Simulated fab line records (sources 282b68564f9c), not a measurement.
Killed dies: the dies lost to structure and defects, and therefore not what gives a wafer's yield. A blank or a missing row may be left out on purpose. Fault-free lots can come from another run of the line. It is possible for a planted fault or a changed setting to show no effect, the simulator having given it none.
Commonality check across tools	flow rit_cmos	42 wafers sampled across 14 lots

== WHY THIS WAS OPENED ==
At RIT_GATE_THK_MEAS_07 the reading GATE_OXIDE_THK is flagged on 2 of 14 lots. Fault-free wafers read 3.01 nm, with a standard deviation of 0.076.
Rule: flag the lot when none of its wafers has a number, or when each of its wafers that has one lies beyond 4 standard deviations from that mean. The rest of the lots are taken to be sound.

lot	measured	on	GATE_OXIDE_THK (nm), wafer by wafer	flag
L345	day 2 12:16	film_metro-03	2.87 2.92 3.00	
L347	day 2 23:32	film_metro-04	3.05 3.02 2.96	
L349	day 3 08:01	film_metro-04	2.96 2.93 3.03	
L351	day 3 19:25	film_metro-04	2.97 2.98 2.97	
L353	day 4 08:04	film_metro-02	3.10 3.06 3.09	
L354	day 4 10:43	film_metro-02	3.08 3.04 3.02	
L355	day 4 12:15	film_metro-04	3.12 3.05 3.12	
L357	day 4 23:29	film_metro-02	3.02 2.93 3.05	
L358	day 5 07:26	film_metro-03	3.02 3.00 3.07	
L359	day 5 09:18	film_metro-02	3.04 3.14 3.01	
L360	day 5 17:44	film_metro-02	4.10 4.12 4.08	FLAGGED
L361	day 5 19:29	film_metro-03	4.07 4.03 4.12	FLAGGED
L364	day 6 14:02	film_metro-04	3.04 3.10 3.02	
L368	day 7 08:28	film_metro-03	2.98 3.03 2.98	
Average over the flagged lots: 4.09 nm; offset from the usual +1.08 nm, equal to +14 standard deviations.

== LOT BY LOT: THE TOOL USED ==
The record holds 1 process step before the reading, out of a route of 202 steps. Each cell gives the tool, then ch followed by the chambers the sampled wafers passed through, then the start.
lot	flag	RIT_GATE_OXIDATION_05
L345		furnace-04 ch 0, day 2 10:13
L347		furnace-01 ch 0, day 2 22:11
L349		furnace-01 ch 0, day 3 05:22
L351		furnace-01 ch 0, day 3 17:00
L353		furnace-03 ch 0, day 4 06:44
L354		furnace-04 ch 0, day 4 09:23
L355		furnace-03 ch 0, day 4 10:55
L357		furnace-04 ch 0, day 4 21:44
L358		furnace-01 ch 0, day 5 04:10
L359		furnace-01 ch 0, day 5 07:58
L360	FLAGGED	furnace-04 ch 0, day 5 13:51
L361	FLAGGED	furnace-04 ch 0, day 5 17:47
L364		furnace-01 ch 0, day 6 12:18
L368		furnace-03 ch 0, day 7 05:49
These steps, and what they do:
- RIT_GATE_OXIDATION_05: target thk 3 nm, ox time 270 s.
- RIT_GATE_THK_MEAS_07

== FLAGGED AGAINST TOTAL, ONE TOOL AT A TIME (gauges that did the reading follow at the end) ==
step	tool	lots run	flagged	share of the flagged lots	sound lots run after its first flagged lot
RIT_GATE_OXIDATION_05	furnace-01	6	0	none	-
RIT_GATE_OXIDATION_05	furnace-03	3	0	none	-
RIT_GATE_OXIDATION_05	furnace-04	5	2	all	0
RIT_GATE_THK_MEAS_07	film_metro-02	5	1	some	0
RIT_GATE_THK_MEAS_07	film_metro-03	4	1	some	1 (L368)
RIT_GATE_THK_MEAS_07	film_metro-04	5	0	none	-

== WHAT IS ALLOWED BY THE TABLE ==
1 row of the table ran every flagged lot: furnace-04 at RIT_GATE_OXIDATION_05.
- furnace-04 at RIT_GATE_OXIDATION_05 ran 5 lots, 2 of them flagged. It ran its last sound lot, L357, at day 4 21:44 and its first flagged lot, L360, at day 5 13:51: a fault with its onset between the two fits.
furnace-04 at RIT_GATE_OXIDATION_05 is the single tool remaining.

== WHAT WAS PUT IN BY THE SIMULATOR ==
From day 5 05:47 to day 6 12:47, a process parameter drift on furnace-04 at RIT_GATE_OXIDATION_05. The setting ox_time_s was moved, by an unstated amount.
Struck lots among those shown: L360, L361. The rule above found the same.
